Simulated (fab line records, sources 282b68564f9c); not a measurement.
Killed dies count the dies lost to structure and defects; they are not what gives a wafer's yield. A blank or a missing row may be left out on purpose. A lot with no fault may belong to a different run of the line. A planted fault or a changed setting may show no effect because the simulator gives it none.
Split-lot experiment :: flow ritCmos :: 23 wafers read across 5 lots, on a route 202 steps long

THE SPLIT
At RIT_PWELL_COAT_01 (resist thk 1300 nm), the setting spinRpm was moved away from the recipe's 2000 rpm on 10 of the 23 wafers read, by -7.1% to +2.6%. For the rest of the wafers, this setting stayed at what the recipe calls for.

There is no step in the file separating the split from the reading.

THE READING
NOVOLAK_of_PWELL_COAT_01.thkNm (the simulator's own value, which no gauge read), in nm, at RIT_PWELL_HARDBAKE_07 (time 120 s). No usual value for it is given in the file. The 13 wafers here that ran the recipe average 1136 nm, standard deviation 5.2 nm.

wafer: L076.1
tool, chamber at the split: lithoTrack-04, 0
spinRpm as run, rpm: 2000
against the recipe: recipe
NOVOLAK_of_PWELL_COAT_01.thkNm, nm: 1134
against lot-mates on the recipe: -

wafer: L076.3
tool, chamber at the split: lithoTrack-04, 0
spinRpm as run, rpm: 2000
against the recipe: recipe
NOVOLAK_of_PWELL_COAT_01.thkNm, nm: 1134
against lot-mates on the recipe: -

wafer: L076.6
tool, chamber at the split: lithoTrack-04, 0
spinRpm as run, rpm: 2000
against the recipe: recipe
NOVOLAK_of_PWELL_COAT_01.thkNm, nm: 1135
against lot-mates on the recipe: -

wafer: L077.1
tool, chamber at the split: lithoTrack-04, 0
spinRpm as run, rpm: 2000
against the recipe: recipe
NOVOLAK_of_PWELL_COAT_01.thkNm, nm: 1138
against lot-mates on the recipe: -

wafer: L077.2
tool, chamber at the split: lithoTrack-04, 0
spinRpm as run, rpm: 1859
against the recipe: -7.1%
NOVOLAK_of_PWELL_COAT_01.thkNm, nm: 1179
against lot-mates on the recipe: +42

wafer: L077.3
tool, chamber at the split: lithoTrack-04, 0
spinRpm as run, rpm: 2000
against the recipe: recipe
NOVOLAK_of_PWELL_COAT_01.thkNm, nm: 1135
against lot-mates on the recipe: -

wafer: L077.5
tool, chamber at the split: lithoTrack-04, 0
spinRpm as run, rpm: 1859
against the recipe: -7.1%
NOVOLAK_of_PWELL_COAT_01.thkNm, nm: 1183
against lot-mates on the recipe: +46

wafer: L077.6
tool, chamber at the split: lithoTrack-04, 0
spinRpm as run, rpm: 1859
against the recipe: -7.1%
NOVOLAK_of_PWELL_COAT_01.thkNm, nm: 1184
against lot-mates on the recipe: +48

wafer: L081.1
tool, chamber at the split: lithoTrack-03, 0
spinRpm as run, rpm: 2000
against the recipe: recipe
NOVOLAK_of_PWELL_COAT_01.thkNm, nm: 1147
against lot-mates on the recipe: -

wafer: L081.2
tool, chamber at the split: lithoTrack-03, 0
spinRpm as run, rpm: 2000
against the recipe: recipe
NOVOLAK_of_PWELL_COAT_01.thkNm, nm: 1144
against lot-mates on the recipe: -

wafer: L081.3
tool, chamber at the split: lithoTrack-03, 0
spinRpm as run, rpm: 2000
against the recipe: recipe
NOVOLAK_of_PWELL_COAT_01.thkNm, nm: 1140
against lot-mates on the recipe: -

wafer: L081.4
tool, chamber at the split: lithoTrack-03, 0
spinRpm as run, rpm: 2039
against the recipe: +2.0%
NOVOLAK_of_PWELL_COAT_01.thkNm, nm: 1135
against lot-mates on the recipe: -9

wafer: L081.6
tool, chamber at the split: lithoTrack-03, 0
spinRpm as run, rpm: 2039
against the recipe: +2.0%
NOVOLAK_of_PWELL_COAT_01.thkNm, nm: 1133
against lot-mates on the recipe: -11

wafer: L082.2
tool, chamber at the split: lithoTrack-04, 0
spinRpm as run, rpm: 2000
against the recipe: recipe
NOVOLAK_of_PWELL_COAT_01.thkNm, nm: 1126
against lot-mates on the recipe: -

wafer: L082.3
tool, chamber at the split: lithoTrack-04, 0
spinRpm as run, rpm: 1939
against the recipe: -3.0%
NOVOLAK_of_PWELL_COAT_01.thkNm, nm: 1145
against lot-mates on the recipe: +15

wafer: L082.4
tool, chamber at the split: lithoTrack-04, 0
spinRpm as run, rpm: 2000
against the recipe: recipe
NOVOLAK_of_PWELL_COAT_01.thkNm, nm: 1132
against lot-mates on the recipe: -

wafer: L082.5
tool, chamber at the split: lithoTrack-04, 0
spinRpm as run, rpm: 1939
against the recipe: -3.0%
NOVOLAK_of_PWELL_COAT_01.thkNm, nm: 1148
against lot-mates on the recipe: +18

wafer: L082.6
tool, chamber at the split: lithoTrack-04, 0
spinRpm as run, rpm: 2000
against the recipe: recipe
NOVOLAK_of_PWELL_COAT_01.thkNm, nm: 1133
against lot-mates on the recipe: -

wafer: L085.1
tool, chamber at the split: lithoTrack-04, 0
spinRpm as run, rpm: 2052
against the recipe: +2.6%
NOVOLAK_of_PWELL_COAT_01.thkNm, nm: 1120
against lot-mates on the recipe: -16

wafer: L085.3
tool, chamber at the split: lithoTrack-04, 0
spinRpm as run, rpm: 2052
against the recipe: +2.6%
NOVOLAK_of_PWELL_COAT_01.thkNm, nm: 1118
against lot-mates on the recipe: -18

wafer: L085.4
tool, chamber at the split: lithoTrack-04, 0
spinRpm as run, rpm: 2000
against the recipe: recipe
NOVOLAK_of_PWELL_COAT_01.thkNm, nm: 1138
against lot-mates on the recipe: -

wafer: L085.5
tool, chamber at the split: lithoTrack-04, 0
spinRpm as run, rpm: 2000
against the recipe: recipe
NOVOLAK_of_PWELL_COAT_01.thkNm, nm: 1134
against lot-mates on the recipe: -

wafer: L085.6
tool, chamber at the split: lithoTrack-04, 0
spinRpm as run, rpm: 2052
against the recipe: +2.6%
NOVOLAK_of_PWELL_COAT_01.thkNm, nm: 1123
against lot-mates on the recipe: -13

FIT RESULTS
A straight line over all 23 wafers: NOVOLAK_of_PWELL_COAT_01.thkNm changes by -5.9 nm for each +1% of spinRpm; r = -0.95; the points scatter about the line by 5.8 nm.
The same after taking each lot's own level away (the mean of its wafers on the recipe; 23 wafers): -6.22 nm for each +1%; r = -0.99; scatter 2.5 nm.
Per that fit: largest spinRpm move, reading shift of 44 nm.
Measured against the standard deviation above, the lots' own levels, which go from 1130.3 to 1143.7 nm, span 2.6 times it.
Consequently the slope shifts little with the lot-to-lot level, the two slopes agreeing.
Check: +44.7 nm against its lot-mates is what the line predicts for one of the wafers moved furthest among these (-7.1%) when that wafer is left out of the fit. Against them it came out at +42.5 nm.

ADDITIONAL SPLITS CARRIED BY THESE WAFERS
Other splits were also applied to these wafers ahead of the reading. Each is held against what the fit with the lots' levels taken away leaves over:
other split on the same wafers: RIT_ACTIVE_OXIDATION_01 oxTimeS
wafers away from the commonest value: 15
r with NOVOLAK_of_PWELL_COAT_01.thkNm (lot level and that fit taken away): -0.18

other split on the same wafers: RIT_ACTIVE_ETCH_13 overEtchFrac
wafers away from the commonest value: 9
r with NOVOLAK_of_PWELL_COAT_01.thkNm (lot level and that fit taken away): -0.10

other split on the same wafers: RIT_FOX1_OXIDATION_00 tempC
wafers away from the commonest value: 15
r with NOVOLAK_of_PWELL_COAT_01.thkNm (lot level and that fit taken away): -0.16

other split on the same wafers: RIT_NWELL_IMPLANT_08 doseCm2
wafers away from the commonest value: 8
r with NOVOLAK_of_PWELL_COAT_01.thkNm (lot level and that fit taken away): +0.37

THE WHOLE CHAIN: every reading that the file lists as answering this split, in the file's order
step: RIT_PWELL_COAT_01
what it does: resist thk 1300 nm
reading: NOVOLAK_of_PWELL_COAT_01.thkNm (the simulator's own value, which no gauge read)
change (the file's fit): -6.62 nm for each +1% of the setting
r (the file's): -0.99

step: RIT_PWELL_HARDBAKE_07
what it does: time 120 s
reading: NOVOLAK_of_PWELL_COAT_01.thkNm (the simulator's own value, which no gauge read)
change (the file's fit): -6.17 nm for each +1% of the setting
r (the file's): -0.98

THE FILE'S OWN FIT
NOVOLAK_of_PWELL_COAT_01.thkNm changes by -6.17 nm for each +1% of spinRpm, r = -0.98.
